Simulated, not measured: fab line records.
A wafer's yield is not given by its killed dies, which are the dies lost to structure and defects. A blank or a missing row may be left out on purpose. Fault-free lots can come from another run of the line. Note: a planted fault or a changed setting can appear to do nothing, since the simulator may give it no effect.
One fault through the eyes of 2 desks + flow rit-cmos + each desk holds nothing but its own numbers, with what lay behind them at the end

== TOOL OWNER'S DESK, rie-diel-04 ==
The tool's own readings at RIT_SPACER_ETCHBACK_05 (etches Si3N4 in SF6/CHF3, stops on SiO2, target depth 250 nm, time 240 s): means of the sampled wafers that have a number, for each lot that ran on this tool. If a lot's mean is further than 4 standard deviations from the usual mean, the lot is out of limits and carries the mark OUT (the distance appears in the brackets).
Columns: A = drypump-motor-current-A at RIT_SPACER_ETCHBACK_05, usual 5.6 A; B = oes-product-au at RIT_SPACER_ETCHBACK_05, usual 0.849 a.u.; C = run-length-s at RIT_SPACER_ETCHBACK_05, usual 268.2 s; D = throttle-valve-pct at RIT_SPACER_ETCHBACK_05, usual 10.19 %
| lot  | first seen here | A   | B               | C                       | D     |
|------|-----------------|-----|-----------------|-------------------------|-------|
| L722 | day 3 06:29     | 5.6 | 0.849           | 268.4                   | 10.04 |
| L729 | day 4 21:20     | 5.6 | 0.664 (-13) OUT | 364.2 (+99 or more) OUT | 9.98  |
| L731 | day 5 04:32     | 5.5 | 0.676 (-12) OUT | 364.4 (+99 or more) OUT | 10.09 |
This desk's verdict: out of limits on L729, L731, starting with L729 at day 4 21:20 (oes-product-au at RIT_SPACER_ETCHBACK_05). In limits: L722.

== FROM THE METROLOGY DESK ==
Lot by lot, what the gauges showed, no matter which tool ran the lot: averages of those sampled wafers that carry a number. If a lot's mean is further than 4 standard deviations from the usual mean, the lot is out of limits and carries the mark OUT (the distance appears in the brackets). 7 of its 10 readings are shown, namely those furthest out on some lot.
Columns: A = PLDD_OVL at RIT_PLDD_OVL_MEAS_06, usual 0.3 nm; B = PLDD_TW at RIT_PLDD_TW_MEAS_10, usual 2344; C = NSD_OVL at RIT_NSD_OVL_MEAS_06, usual 0.8 nm; D = PSD_TW at RIT_PSD_TW_MEAS_10, usual 3414; E = PSD_RS at RIT_SDANNEAL_RS_MEAS_04, usual 116.09 ohm/sq; F = NSD_RS at RIT_SDANNEAL_RS_MEAS_05, usual 84.7 ohm/sq; G = PLDD_RS at RIT_SDANNEAL_RS_MEAS_06, usual 179.0 ohm/sq
| lot  | first seen here | A    | B    | C    | D    | E      | F    | G     |
|------|-----------------|------|------|------|------|--------|------|-------|
| L722 | day 3 03:35     | 1.9  | 2324 | 0.9  | 3393 | 116.25 | 84.5 | 179.2 |
| L723 | day 3 09:09     | -0.9 | 2353 | -0.7 | 3409 | 115.54 | 84.6 | 178.4 |
| L729 | day 4 18:25     | -1.8 | 2350 | 1.6  | 3398 | 116.27 | 84.8 | 179.3 |
| L731 | day 5 01:38     | 0.1  | 2338 | 1.7  | 3403 | 116.17 | 85.5 | 179.4 |
| L738 | day 6 07:47     | -0.1 | 2357 | 2.5  | 3429 | 115.90 | 84.3 | 178.4 |
| L744 | day 7 14:57     | 0.5  | 2358 | 1.7  | 3407 | 115.99 | 85.2 | 178.9 |
Result from this desk: across the 6 lots, nothing is out of limits.

== ALL TOGETHER ==
At day 4 21:20, on L729, L731, the tool owner's desk was in a position to raise an alarm.
Metrology desk: nothing out of limits seen.
The metrology desk has L729, L731 on record, within its limits.
All the named lots went through RIT_SPACER_ETCHBACK_05 on rie-diel-04.

== WHAT THE SIMULATOR PUT IN ==
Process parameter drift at RIT_SPACER_ETCHBACK_05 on rie-diel-04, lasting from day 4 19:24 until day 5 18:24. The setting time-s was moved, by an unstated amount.
Lots struck among those shown: L729, L731.
Each desk's first reading out of limits, in hours after the fault started: the tool owner's desk, 2.
